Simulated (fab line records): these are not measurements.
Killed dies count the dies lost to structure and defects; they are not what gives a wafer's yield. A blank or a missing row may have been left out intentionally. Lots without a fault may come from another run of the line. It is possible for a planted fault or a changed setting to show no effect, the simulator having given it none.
Matching of chambers -- flow berkeleyCmos170 -- UCB170_GATE_ETCH_15 on rieSi-02 has 4 sister chambers
The step etches poly-Si in HBr/Cl2, stops on SiO2, time 56.3 s, target depth 278.2 nm. 14 wafers are shown with their chamber, then 7 later ones without.

WAFERS WITH THEIR CHAMBER
wafer,chamber,throttleValvePct (%),oesProductAu (a.u.)
L540.4,3,26.27,0.815
L540.5,3,26.26,0.811
L540.6,0,26.88,0.811
L542.2,0,26.90,0.808
L542.4,3,26.26,0.824
L542.5,2,26.89,0.832
L547.2,3,26.27,0.823
L547.5,0,26.90,0.813
L547.6,3,26.27,0.824
L550.1,2,26.88,0.834
L550.5,3,26.29,0.826
L550.6,1,26.53,0.824
L557.1,1,26.52,0.815
L557.5,0,26.77,0.829

SIGNATURES (averages over the wafers above)
reading,chamber 0,chamber 1,chamber 2,chamber 3,scatter within a chamber
throttleValvePct,26.8625,26.5250,26.8850,26.2700,0.0352
oesProductAu,0.81525,0.81950,0.83300,0.82050,0.00699
Rule: for each reading, subtract the chamber's mean from the wafer's reading, divide by that reading's scatter and square the result; add these up over the readings and take the root, which gives the wafer's distance from the chamber. If the next closest chamber is less than 2 further off than the closest, the wafer can't be placed; otherwise it belongs to the closest. The scatter: take each reading less its chamber's mean, square it, sum over the shown wafers, divide by the number of wafers less the number of chambers, and take the root.

WAFERS WITH NO CHAMBER GIVEN
wafer,throttleValvePct (%),oesProductAu (a.u.)
L557.6,26.27,0.825
L561.1,26.89,0.830
L561.4,26.52,0.820
L561.5,26.27,0.821
L562.2,26.26,0.828
L562.3,26.89,0.840
L562.4,26.52,0.824

CHAMBER TAKEN BY EACH
wafer,from the rows above,in truth
L557.6,3,3
L561.1,can't be placed: 2 or 0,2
L561.4,1,1
L561.5,3,3
L562.2,3,3
L562.3,2,2
L562.4,1,1
6 of 7 placed correctly. Not placeable from these rows: 1 (in 1, the candidates include the true chamber). 0 placed wrongly.
